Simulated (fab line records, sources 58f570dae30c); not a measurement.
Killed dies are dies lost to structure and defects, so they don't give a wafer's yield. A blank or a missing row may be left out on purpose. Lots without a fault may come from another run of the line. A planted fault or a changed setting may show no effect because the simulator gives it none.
fab line records | flow berkeley_cmos170
record lots=6 wafers=18 last_day=12
route steps=331 shown NLDD@166 SPACER@171 PSD@175
lots that met no fault: from a run of the same line without faults
start_h: hours from the record's first day to the start of the lot's first wafer shown | wait_h: hours since the lot's step before | " the same as in the row above | L1.1+2: a row that stands for several wafers | - no value, or no start given | * or withheld: withheld | < > ~ a bound
route shown NAME@n: a module of which the file shows steps, and the number in the route of the first | usual: mean/standard deviation of fault-free wafers | same: alike in all rows | chamber/n: place in a boat | sites: the reading at each site | _std_site: their standard deviation | _edge_site: outer sites' mean less inner sites' | radius_mm: how far each site lies from the wafer's centre | mask NAME#n: copy n | behind: the tool/chamber that last shaped the wafer | hold: why the lot was held/for how many hours/how that ended | device: the transistor (n, p or np) that didn't switch | end of line: the same wafers' tests at the end of the route | a step without rows: its recipe alone | killed: dies lost to structure and defects at the first sort, not the wafer's yield | map: a wafer's dies, x killed, . not, _ none there
set.NAME: the setting as run; set.NAME@STEP: as run at that earlier step | model.NAME: the simulator's own value behind a step, which no gauge read
lots at some steps of the route; a table a step, a row a wafer
services: from which hour (start_h, from the record's first day; less than 0 if before it) a tool's chamber was out of use, for how many hours, and why
## steps
# step UCB170_NLDD_IMPLANT_08
# recipe species=As dose_cm2=5e+13 energy_kev=30 tilt_deg=7 rotation_deg=0
# step UCB170_NLDD_IMPLANT_09
# recipe species=As dose_cm2=5e+13 energy_kev=30 tilt_deg=7 rotation_deg=180
# step UCB170_NLDD_STRIP_10
# recipe chemistry=O2 power_w=400 pressure_mtorr=3500 platen_temp_c=withheld o2_flow_sccm=400 overash_fraction=0.5
# usual drypump_motor_current_A=6.0/0.39 oes_product_au=0.734/0.0047 strip_time_to_endpoint_s=21.62/0.05
# columns lot.wafer tool chamber start_h wait_h drypump_motor_current_A oes_product_au rf_hours_counter_h strip_time_to_endpoint_s
L808.1 plasma_asher-04 1 165.60 0.1 5.5 0.737 46 21.65
L808.2 " 0 " " 6.4 0.735 46 21.64
L808.6 " 1 " " 5.5 0.734 - 21.68
L812.1 plasma_asher-01 1 194.88 0.1 5.5 0.734 39 21.67
L812.4 " 1 " " 5.5 0.727 - 21.73
L812.6 " 1 " " 5.4 0.736 - 21.69
L816.1 plasma_asher-01 1 228.80 0.1 5.4 0.737 43 21.57
L816.3 " 1 " " 5.5 0.733 - 21.61
L816.4 " 0 " " 6.2 0.738 - 21.58
L818.3 plasma_asher-02 1 229.08 0.1 6.1 0.728 - 21.61
L818.4 " 0 " " 6.4 0.737 - 21.57
L818.5 " 1 " " 6.2 0.738 - 21.49
L824.3 plasma_asher-02 1 261.04 0.1 6.1 0.734 - 21.62
L824.4 " 0 " " 6.4 0.730 - 21.55
L824.5 " 1 " " 6.1 0.743 - 21.56
L823.3 plasma_asher-01 1 261.14 0.1 5.5 0.731 - 21.55
L823.4 " 0 " " 6.2 0.733 - 21.60
L823.5 " 0 " " 6.2 0.731 - 21.58
# step UCB170_NLDD_TW_MEAS_11
# usual NLDD_TW=2210/20
# columns lot.wafer tool chamber start_h wait_h NLDD_TW
L808.1 film_metro-02 - 165.70 0.1 2242
L808.2 " - " " 2226
L808.6 " - " " 2223
L812.1 film_metro-03 - 194.98 0.1 2211
L812.4 " - " " 2214
L812.6 " - " " 2222
L816.1 film_metro-02 - 228.90 0.1 2218
L816.3 " - " " 2227
L816.4 " - " " 2232
L818.3 film_metro-03 - 229.16 0.1 2218
L818.4 " - " " 2220
L818.5 " - " " 2214
L824.3 film_metro-04 - 261.13 0.1 2191
L824.4 " - " " 2193
L824.5 " - " " 2190
L823.3 film_metro-03 - 261.23 0.1 2238
L823.4 " - " " 2223
L823.5 " - " " 2244
# step UCB170_NLDD_CLEAN_12
# recipe chemistry=SPM temp_c=120 time_s=600
# step UCB170_SPACER_CVD_00
# recipe material=SiO2 target_thk_nm=376 temp_c=390 precursor=TEOS/O2 time_s=47 rf_w=550 pressure_mtorr=9000
# usual heater_power_w=245/56
# columns lot.wafer tool chamber start_h wait_h heater_power_w
L808.1 pecvd-04 2 165.98 0.0 357
L808.2 " 0 " " 164
L808.6 " 2 " " 371
L812.1 pecvd-03 0 195.35 0.0 209
L812.4 " 2 " " 280
L812.6 " 1 " " 316
L816.1 pecvd-01 1 229.15 0.0 241
L816.3 " 2 " " 260
L816.4 " 0 " " 158
L818.3 pecvd-04 1 229.39 0.0 246
L818.4 " 0 " " 159
L818.5 " 2 " " 337
L824.3 pecvd-01 1 261.36 0.0 267
L824.4 " 0 " " 180
L824.5 " 1 " " 272
L823.3 pecvd-04 2 261.55 0.0 308
L823.4 " 1 " " 253
L823.5 " 0 " " 173
# step UCB170_SPACER_THK_MEAS_01
# recipe reads=SiO2_of_SPACER_CVD_00
# usual SPACER_TEOS_THK=378/5.2
# columns lot.wafer tool chamber start_h wait_h SPACER_TEOS_THK[nm]
L808.1 film_metro-02 - 166.03 0.0 384
L808.2 " - " " 381
L808.6 " - " " 390
L812.1 film_metro-03 - 195.39 0.0 368
L812.4 " - " " 380
L812.6 " - " " 378
L816.1 film_metro-02 - 229.20 0.0 372
L816.3 " - " " 380
L816.4 " - " " 380
L818.3 film_metro-01 - 229.46 0.0 374
L818.4 " - " " 384
L818.5 " - " " 386
L824.3 film_metro-01 - 261.42 0.0 369
L824.4 " - " " 379
L824.5 " - " " 370
L823.3 film_metro-03 - 261.62 0.0 370
L823.4 " - " " 375
L823.5 " - " " 377
# step UCB170_SPACER_ANNEAL_02
# recipe temp_c=900 time_s=1800 ambient=N2
# step UCB170_SPACER_ETCHBACK_03
# recipe stop_on=Si target=SiO2 chemistry=CHF3/CF4/Ar CHF3_flow_sccm=50 cf4_flow_sccm=10 Ar_flow_sccm=120 pressure_mtorr=200 rf_w=500 target_depth_a=3760 time_s=100
# usual drypump_motor_current_A=5.7/0.51 oes_product_au=0.905/0.016 throttle_valve_pct=6.51/0.086
# columns lot.wafer tool chamber start_h wait_h drypump_motor_current_A oes_product_au rf_hours_counter_h throttle_valve_pct
L808.1 rie_diel-02 2 171.12 0.0 6.3 0.909 10 6.58
L808.2 " 3 " " 5.2 0.902 142 6.38
L808.6 " 0 " " 5.4 0.901 - 6.56
L812.1 rie_diel-02 0 201.30 0.0 5.4 0.853 52 6.57
L812.4 " 3 " " 5.2 0.903 143 6.39
L812.6 " 1 " " 5.3 0.904 - 6.53
L816.1 rie_diel-01 2 236.14 0.0 5.6 0.917 114 6.31
L816.3 " 1 " " 5.8 0.922 25 6.55
L816.4 " 0 " " 6.1 0.926 18 6.52
L818.3 rie_diel-02 1 236.14 0.0 5.3 0.896 65 6.54
L818.4 " 0 " " 5.4 0.892 - 6.57
L818.5 " 2 " " 6.3 0.913 - 6.58
L823.3 rie_diel-02 1 267.37 0.0 5.3 0.883 66 6.52
L823.4 " 1 " " 5.3 0.901 - 6.55
L823.5 " 3 " " 5.2 0.896 - 6.38
L824.3 rie_diel-01 2 267.37 0.0 5.5 0.917 115 6.30
L824.4 " 1 " " 5.8 0.923 26 6.53
L824.5 " 0 " " 6.1 0.901 - 6.51
# step UCB170_PSD_HMDS_00
# recipe prime_time_s=60 prime_temp_c=100
# step UCB170_PSD_COAT_01
# recipe resist=KrF spin_rpm=1500 resist_thk_nm=900
# step UCB170_PSD_SOFTBAKE_02
# recipe resist=KrF temp_c=130 time_s=60
# step UCB170_PSD_EXPOSE_03
# recipe mask_id=PSELECT_MOD na=0.5 sigma_outer=0.6 source_shape=conventional target_cd_nm=1200 dose_mj=30
# usual exposure_dose_mJ_cm2=29.985/0.026
# columns lot.wafer tool chamber start_h wait_h mask exposure_dose_mJ_cm2
L808.1 krf_scanner-01 0 171.77 0.2 PSELECT_MOD#0 30.025
L808.2 " 0 " " PSELECT_MOD#0 30.014
L808.6 " 0 " " PSELECT_MOD#0 30.035
L812.1 krf_scanner-02 0 202.07 0.4 PSELECT_MOD#0 29.990
L812.4 " 0 " " PSELECT_MOD#0 30.019
L812.6 " 0 " " PSELECT_MOD#0 29.995
L816.1 krf_scanner-02 0 236.66 0.1 PSELECT_MOD#0 31.923
L816.3 " 0 " " PSELECT_MOD#0 31.931
L816.4 " 0 " " PSELECT_MOD#0 31.888
L818.3 krf_scanner-02 0 237.40 0.4 PSELECT_MOD#0 31.538
L818.4 " 0 " " PSELECT_MOD#0 31.517
L818.5 " 0 " " PSELECT_MOD#0 31.546
L824.3 krf_scanner-01 0 268.11 0.1 PSELECT_MOD#0 29.945
L824.4 " 0 " " PSELECT_MOD#0 29.962
L824.5 " 0 " " PSELECT_MOD#0 29.941
L823.3 krf_scanner-01 0 268.23 0.2 PSELECT_MOD#0 29.969
L823.4 " 0 " " PSELECT_MOD#0 29.991
L823.5 " 0 " " PSELECT_MOD#0 29.974
# step UCB170_PSD_PEB_04
# recipe peb_temp_c=130 peb_time_s=withheld resist=KrF
# step UCB170_PSD_DEVELOP_05
# recipe developer=TMAH develop_time_s=45 resist=KrF dev_temp_c=21
# step UCB170_PSD_CD_MEAS_06
# recipe target_cd_nm=1200
# usual cd_nm=1200.4/1.6
# columns lot.wafer tool chamber start_h wait_h cd_nm
L808.1 cd_sem-01 - 172.16 - 1198.7
L808.2 " - " " 1199.4
L808.6 " - " " 1199.4
L812.1 cd_sem-02 - 202.49 - 1198.4
L812.4 " - " " 1199.2
L812.6 " - " " 1199.9
L816.1 cd_sem-01 - 237.27 - 1213.1
L816.3 " - " " 1212.5
L816.4 " - " " 1213.2
L818.3 cd_sem-02 - 237.80 - 1207.2
L818.4 " - " " 1207.9
L818.5 " - " " 1208.3
L824.3 cd_sem-02 - 268.58 - 1202.1
L824.4 " - " " 1203.0
L824.5 " - " " 1202.7
L823.3 cd_sem-01 - 268.68 - 1200.8
L823.4 " - " " 1201.3
L823.5 " - " " 1200.4
# step UCB170_PSD_OVL_MEAS_07
# usual PSD_OVL=2/6.6
# columns lot.wafer tool chamber start_h wait_h PSD_OVL[nm]
L808.1 overlay-01 - 172.28 0.1 -16
L808.2 " - " " 0
L808.6 " - " " -3
L812.1 overlay-02 - 202.61 0.1 5
L812.4 " - " " 5
L812.6 " - " " 9
L816.1 overlay-01 - 237.39 0.1 10
L816.3 " - " " 11
L816.4 " - " " 4
L818.3 overlay-01 - 237.89 0.1 4
L818.4 " - " " -1
L818.5 " - " " 2
L824.3 overlay-02 - 268.67 0.1 -5
L824.4 " - " " 1
L824.5 " - " " -5
L823.3 overlay-01 - 268.77 0.1 -5
L823.4 " - " " 2
L823.5 " - " " -4
## services
# columns tool chamber start_h hours kind
krf_scanner-02 - 144.84 3.6 pm
krf_scanner-01 - 155.49 1.0 pm
rie_diel-01 3 156.14 8.5 repair
krf_scanner-01 - 157.32 0.6 repair
rie_diel-02 1 159.69 6.0 repair
krf_scanner-01 - 166.84 1.3 pm
krf_scanner-02 - 175.65 8.2 repair
rie_diel-01 2 201.66 5.5 repair
krf_scanner-01 - 207.24 0.8 pm
krf_scanner-02 - 213.20 0.8 pm
krf_scanner-02 - 214.33 1.3 pm
rie_diel-01 0 215.21 3.0 repair
krf_scanner-02 - 216.35 0.4 repair
rie_diel-02 3 218.51 - clean
krf_scanner-01 - 219.01 0.8 pm
pecvd-03 - 226.57 28.1 pm
pecvd-04 - 230.16 14.6 pm
plasma_asher-02 - 236.25 7.7 repair
krf_scanner-02 - 239.63 40.7 repair
pecvd-01 - 242.50 14.0 pm
krf_scanner-02 - 244.88 0.2 repair
pecvd-03 - 254.67 2.8 pm
pecvd-04 0 263.01 8.9 repair
rie_diel-02 0 267.23 6.8 repair
## key
first_sign step=UCB170_PSD_EXPOSE_03 reading=exposure_dose_mJ_cm2 direction=up sigmas=68 usual=29.985 struck=31.724
effect step=UCB170_PSD_CD_MEAS_06 reading=cd_nm direction=up sigmas=6.1 usual=1200.4 struck=1210.4 through=control_loop
met_at UCB170_PSD_EXPOSE_03
struck_wafers L816.1,L816.3,L816.4,L818.3,L818.4,L818.5
sort_left_out L818.3,L818.4,L818.5
tester_left_out L816,L818
loop_trim step=UCB170_PSD_EXPOSE_03 setting=dose lots=L818
onset_between 202.07 236.66
fault kind=process_parameter_drift tool=krf_scanner-02 chamber=- onset_h=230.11 steps=UCB170_PSD_EXPOSE_03 channel=dose_mj offset=1.9118 shape=step acts_in=these_recipes_only stated=30
# tester_left_out: of these lots the tester's yield and bins aren't shown, on N5 and GAA mostly nor the transistor test; their killed dies are dies lost to structure and defects alone, not to doping, threshold or leakage, so they don't give the yield
# sort_left_out: the simulated sort isn't trusted on such a fault, so these wafers' sort isn't shown, and their yield isn't known
# loop_trim: a control loop set the setting to another value than it would have without faults
